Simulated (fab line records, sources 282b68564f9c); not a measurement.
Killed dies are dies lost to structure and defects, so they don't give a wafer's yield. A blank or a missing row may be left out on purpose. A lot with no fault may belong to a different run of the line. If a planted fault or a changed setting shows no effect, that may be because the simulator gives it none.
Which tool was responsible? :: flow ritCmos :: 14 lots with 42 wafers sampled at 3 steps, on a route of 202 steps

WHAT THE GAUGES READ, wafer by wafer
RIT_NLDD_TW_MEAS_10. Usual: NLDD_TW gives 2480 (standard deviation 22).
lot: L316
measured: day 3 04:47
on: filmMetro-01
NLDD_TW: 2496 2504 2509
flag: 

lot: L317
measured: day 3 08:44
on: filmMetro-01
NLDD_TW: 2507 2507 2500
flag: 

lot: L318
measured: day 3 12:59
on: filmMetro-02
NLDD_TW: 2449 2438 2446
flag: 

lot: L319
measured: day 3 18:05
on: filmMetro-01
NLDD_TW: 2502 2503 2497
flag: 

lot: L320
measured: day 4 01:41
on: filmMetro-04
NLDD_TW: 2490 2483 2478
flag: 

lot: L321
measured: day 4 05:18
on: filmMetro-02
NLDD_TW: 2457 2441 2459
flag: 

lot: L322
measured: day 4 10:07
on: filmMetro-04
NLDD_TW: 2482 2485 2484
flag: 

lot: L324
measured: day 4 17:22
on: filmMetro-01
NLDD_TW: 2915 2910 2903
flag: OFF

lot: L325
measured: day 4 23:09
on: filmMetro-01
NLDD_TW: 2899 2916 2915
flag: OFF

lot: L328
measured: day 5 13:21
on: filmMetro-02
NLDD_TW: 2447 2458 2453
flag: 

lot: L334
measured: day 6 21:22
on: filmMetro-02
NLDD_TW: 2466 2455 2449
flag: 

lot: L336
measured: day 7 19:17
on: filmMetro-01
NLDD_TW: 2494 2481 2491
flag: 

lot: L338
measured: day 7 19:23
on: filmMetro-02
NLDD_TW: 2439 2442 2439
flag: 

lot: L339
measured: day 8 04:22
on: filmMetro-01
NLDD_TW: 2488 2502 2488
flag: 

RIT_SDANNEAL_RS_MEAS_07: measurement is done with a four-point probe. Usual: NLDD_RS gives 151.7 ohm/sq (standard deviation 0.47).
lot: L316
measured: day 3 12:24
on: filmMetro-02
NLDD_RS (ohm/sq): 152.0 152.3 151.1
flag: 

lot: L317
measured: day 3 16:43
on: filmMetro-02
NLDD_RS (ohm/sq): 151.6 151.2 151.6
flag: 

lot: L318
measured: day 3 21:03
on: filmMetro-01
NLDD_RS (ohm/sq): 151.7 152.3 152.2
flag: 

lot: L319
measured: day 4 02:06
on: filmMetro-01
NLDD_RS (ohm/sq): 151.2 151.7 151.4
flag: 

lot: L320
measured: day 4 09:37
on: filmMetro-04
NLDD_RS (ohm/sq): 151.8 152.2 152.5
flag: 

lot: L321
measured: day 4 13:53
on: filmMetro-02
NLDD_RS (ohm/sq): 151.4 151.9 151.7
flag: 

lot: L322
measured: day 4 18:16
on: filmMetro-01
NLDD_RS (ohm/sq): 152.4 151.7 152.0
flag: 

lot: L324
measured: day 5 01:46
on: filmMetro-04
NLDD_RS (ohm/sq): 92.0 91.6 92.1
flag: OFF

lot: L325
measured: day 5 07:33
on: filmMetro-02
NLDD_RS (ohm/sq): 92.1 92.1 92.1
flag: OFF

lot: L328
measured: day 5 21:14
on: filmMetro-02
NLDD_RS (ohm/sq): 150.7 151.4 151.4
flag: 

lot: L334
measured: day 7 08:03
on: filmMetro-02
NLDD_RS (ohm/sq): 151.0 150.9 151.3
flag: 

lot: L336
measured: day 8 04:29
on: filmMetro-02
NLDD_RS (ohm/sq): 152.0 152.0 151.7
flag: 

lot: L338
measured: day 8 04:55
on: filmMetro-04
NLDD_RS (ohm/sq): 151.3 151.1 151.0
flag: 

lot: L339
measured: day 8 12:11
on: filmMetro-01
NLDD_RS (ohm/sq): 151.5 151.8 152.1
flag: 

TOOL THAT RAN EACH LOT (tool first, then ch and the chambers of the sampled wafers, then the start)
lot: L316
RIT_NLDD_IMPLANT_08: implanter-03 ch 0, day 3 04:29

lot: L317
RIT_NLDD_IMPLANT_08: implanter-04 ch 0, day 3 08:25

lot: L318
RIT_NLDD_IMPLANT_08: implanter-01 ch 0, day 3 12:40

lot: L319
RIT_NLDD_IMPLANT_08: implanter-01 ch 0, day 3 17:47

lot: L320
RIT_NLDD_IMPLANT_08: implanter-04 ch 0, day 4 01:21

lot: L321
RIT_NLDD_IMPLANT_08: implanter-01 ch 0, day 4 04:59

lot: L322
RIT_NLDD_IMPLANT_08: implanter-01 ch 0, day 4 09:47

lot: L324
RIT_NLDD_IMPLANT_08: implanter-01 ch 0, day 4 17:03

lot: L325
RIT_NLDD_IMPLANT_08: implanter-01 ch 0, day 4 22:52

lot: L328
RIT_NLDD_IMPLANT_08: implanter-03 ch 0, day 5 13:02

lot: L334
RIT_NLDD_IMPLANT_08: implanter-03 ch 0, day 6 21:02

lot: L336
RIT_NLDD_IMPLANT_08: implanter-03 ch 0, day 7 18:58

lot: L338
RIT_NLDD_IMPLANT_08: implanter-04 ch 0, day 7 19:06

lot: L339
RIT_NLDD_IMPLANT_08: implanter-03 ch 0, day 8 04:04
- RIT_NLDD_IMPLANT_08

AS READ BY THE TOOLS THEMSELVES (means over the sampled wafers that have a number; for cases with no such wafer, the mark the record gives instead)
RIT_NLDD_IMPLANT_08. Usual: beamEnergyKeV 20.000, standard deviation 0.0056; doseIonsCm2 5.001e+14, standard deviation 5e+11; endStationPressureTorr 6.2e-06 Torr, standard deviation 3.1e-07; faradayCurrentUA 1571, standard deviation 30.
lot: L316
tool: implanter-03
beamEnergyKeV: 20.004
doseIonsCm2: 4.997e+14
endStationPressureTorr (Torr): 6.2e-06
faradayCurrentUA: 1601
flag: 

lot: L317
tool: implanter-04
beamEnergyKeV: 20.004
doseIonsCm2: 5.006e+14
endStationPressureTorr (Torr): 6.5e-06
faradayCurrentUA: 1563
flag: 

lot: L318
tool: implanter-01
beamEnergyKeV: 20.004
doseIonsCm2: 5.007e+14
endStationPressureTorr (Torr): 6.2e-06
faradayCurrentUA: 1560
flag: 

lot: L319
tool: implanter-01
beamEnergyKeV: 19.997
doseIonsCm2: 4.995e+14
endStationPressureTorr (Torr): 6.0e-06
faradayCurrentUA: 1597
flag: 

lot: L320
tool: implanter-04
beamEnergyKeV: 20.001
doseIonsCm2: 4.999e+14
endStationPressureTorr (Torr): 6.2e-06
faradayCurrentUA: 1533
flag: 

lot: L321
tool: implanter-01
beamEnergyKeV: 20.005
doseIonsCm2: 5.001e+14
endStationPressureTorr (Torr): 6.0e-06
faradayCurrentUA: 1574
flag: 

lot: L322
tool: implanter-01
beamEnergyKeV: 19.999
doseIonsCm2: 5.006e+14
endStationPressureTorr (Torr): 6.3e-06
faradayCurrentUA: 1594
flag: 

lot: L324
tool: implanter-01
beamEnergyKeV: 20.000
doseIonsCm2: 9.261e+14
endStationPressureTorr (Torr): 7.0e-06
faradayCurrentUA: 2888
flag: OFF

lot: L325
tool: implanter-01
beamEnergyKeV: 20.000
doseIonsCm2: 9.258e+14
endStationPressureTorr (Torr): 7.3e-06
faradayCurrentUA: 2874
flag: OFF

lot: L328
tool: implanter-03
beamEnergyKeV: 19.995
doseIonsCm2: 4.997e+14
endStationPressureTorr (Torr): 6.2e-06
faradayCurrentUA: 1570
flag: 

lot: L334
tool: implanter-03
beamEnergyKeV: 20.004
doseIonsCm2: 5.003e+14
endStationPressureTorr (Torr): 6.5e-06
faradayCurrentUA: 1568
flag: 

lot: L336
tool: implanter-03
beamEnergyKeV: 19.990
doseIonsCm2: 5.005e+14
endStationPressureTorr (Torr): 6.0e-06
faradayCurrentUA: 1573
flag: 

lot: L338
tool: implanter-04
beamEnergyKeV: 19.996
doseIonsCm2: 4.998e+14
endStationPressureTorr (Torr): 6.3e-06
faradayCurrentUA: 1568
flag: 

lot: L339
tool: implanter-03
beamEnergyKeV: 19.994
doseIonsCm2: 5.003e+14
endStationPressureTorr (Torr): 6.3e-06
faradayCurrentUA: 1530
flag: 

THE ANSWER, worked out from the rows above alone
Rule: lot off if the mean of its wafers having a number is beyond 3 standard deviations from the usual mean. Also off: a lot with no number at a reading for which 4 or more lots have one. All remaining lots with rows at the step are treated as sound. First the gauges in route order, then the tools' own readings, where a lot's mean is used as printed above. The first step at which some lot is off is used, and at that step the reading that is off furthest; a lot without a number counts as furthest.
Off: at RIT_NLDD_TW_MEAS_10 (NLDD_TW), L324, L325.
A tool fits if, at a process step before that reading, it ran every lot that is off, and no sound lot after the first of them. The gauges at RIT_NLDD_TW_MEAS_10 aren't tried: what is off there is off at RIT_SDANNEAL_RS_MEAS_07 too, on other tools, and a gauge's error can't cause that. One fits: RIT_NLDD_IMPLANT_08 on implanter-01. A fault onset in the window from L322 (day 4 09:47, its last sound lot) to L324 (day 4 17:03, its first lot off) fits.
The tool's own readings at RIT_NLDD_IMPLANT_08 bear it out: on the lots that are off they differ by more than 5 times the standard deviation of the sound lots' means. doseIonsCm2 reads 9.260e+14 there against 5.001e+14 on the sound lots; endStationPressureTorr reads 7.2e-06 Torr there against 6.2e-06 Torr on the sound lots; faradayCurrentUA reads 2881 there against 1569 on the sound lots.

WHAT THE SIMULATOR PUT IN
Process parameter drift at RIT_NLDD_IMPLANT_08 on implanter-01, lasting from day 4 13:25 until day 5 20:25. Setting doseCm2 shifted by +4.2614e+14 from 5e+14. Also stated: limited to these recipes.
Lots struck among those shown: L324, L325. The rule given above showed the same thing.
